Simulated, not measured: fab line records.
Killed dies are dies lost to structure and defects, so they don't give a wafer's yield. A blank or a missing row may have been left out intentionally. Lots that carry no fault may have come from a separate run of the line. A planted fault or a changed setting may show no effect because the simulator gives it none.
Split-lot trial	flow berkeleyCmos170	23 wafers read across 5 lots, on a route 331 steps long

THE SPLIT
At UCB170_NWELL_CVD_04 (deposits Si3N4 from SiH2Cl2/NH3, target thk 224 nm, time 3360 s), the setting tempC was moved away from the recipe's 800 C on 20 of the 23 wafers read, by -2.7% to +1.6%. The other wafers ran this setting at the recipe's value.

FROM THE SPLIT TO THE READING: what the file shows between them, 4 steps
- UCB170_NWELL_THK_MEAS_05
- UCB170_NWELL_HMDS_06: prime time 60 s
- UCB170_NWELL_COAT_07: resist thk 900 nm
- UCB170_NWELL_DEVELOP_11: develop time 45 s

THE READING
oesProductAu, in a.u., at UCB170_NWELL_ETCH_13 (etches Si3N4 in CH3F/Ar/O2, stops on SiO2, target depth 246.4 nm, time 154 s). A value of 0.944 a.u. with a standard deviation of 0.011 a.u. is what fault-free wafers of this fab line usually give.

wafer	tool, chamber at the split	tempC as run, C	against the recipe	oesProductAu, a.u.	against lot-mates on the recipe
L076.1	-, -	789.2	-1.3%	0.848	no lot-mate on the recipe
L076.2	-, -	789.2	-1.3%	0.828	no lot-mate on the recipe
L076.4	-, -	789.2	-1.3%	0.857	no lot-mate on the recipe
L076.5	-, -	789.2	-1.3%	0.854	no lot-mate on the recipe
L076.6	-, -	789.2	-1.3%	0.826	no lot-mate on the recipe
L077.1	lpcvd-02, 0	800	recipe	0.952	-
L077.3	lpcvd-02, 0	800	recipe	0.925	-
L077.5	lpcvd-02, 0	800	recipe	0.926	-
L078.1	-, -	778.4	-2.7%	0.760	no lot-mate on the recipe
L078.2	-, -	778.4	-2.7%	0.738	no lot-mate on the recipe
L078.4	-, -	778.4	-2.7%	0.738	no lot-mate on the recipe
L078.5	-, -	778.4	-2.7%	0.765	no lot-mate on the recipe
L078.6	-, -	778.4	-2.7%	0.756	no lot-mate on the recipe
L081.1	-, -	782.6	-2.2%	0.796	no lot-mate on the recipe
L081.2	-, -	782.6	-2.2%	0.793	no lot-mate on the recipe
L081.3	-, -	782.6	-2.2%	0.781	no lot-mate on the recipe
L081.5	-, -	782.6	-2.2%	0.799	no lot-mate on the recipe
L081.6	-, -	782.6	-2.2%	0.789	no lot-mate on the recipe
L084.1	-, -	813	+1.6%	0.982	no lot-mate on the recipe
L084.3	-, -	813	+1.6%	1.011	no lot-mate on the recipe
L084.4	-, -	813	+1.6%	0.969	no lot-mate on the recipe
L084.5	-, -	813	+1.6%	1.007	no lot-mate on the recipe
L084.6	-, -	813	+1.6%	0.982	no lot-mate on the recipe

FIT RESULTS
A straight line over all 23 wafers: oesProductAu changes by +0.0553 a.u. for each +1% of tempC; r = +0.98; the points scatter about the line by 0.017 a.u.
Too few moved wafers with a lot-mate on the recipe to fit a line net of each lot's own level.

THE WHOLE CHAIN: every reading that the file lists as answering this split, in the file's order
step	what it does	reading	change (the file's fit)	r (the file's)
UCB170_NWELL_CVD_04	deposits Si3N4 from SiH2Cl2/NH3, target thk 224 nm, time 3360 s	Si3N4_of_NWELL_CVD_04.thkNm (the simulator's own value, which no gauge read)	+32.3 nm for each +1% of the setting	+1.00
UCB170_NWELL_THK_MEAS_05		NWELL_NITRIDE_THK	+32.3 for each +1% of the setting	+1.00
UCB170_NWELL_ETCH_13	etches Si3N4 in CH3F/Ar/O2, stops on SiO2, target depth 246.4 nm, time 154 s	oesProductAu	+0.0553 a.u. for each +1% of the setting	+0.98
UCB170_NWELL_ETCH_13	etches Si3N4 in CH3F/Ar/O2, stops on SiO2, target depth 246.4 nm, time 154 s	etch.depthNm (the simulator's own value, which no gauge read)	+23.2 nm for each +1% of the setting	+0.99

THE FILE'S OWN FIT
oesProductAu changes by +0.0553 a.u. for each +1% of tempC, r = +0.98.
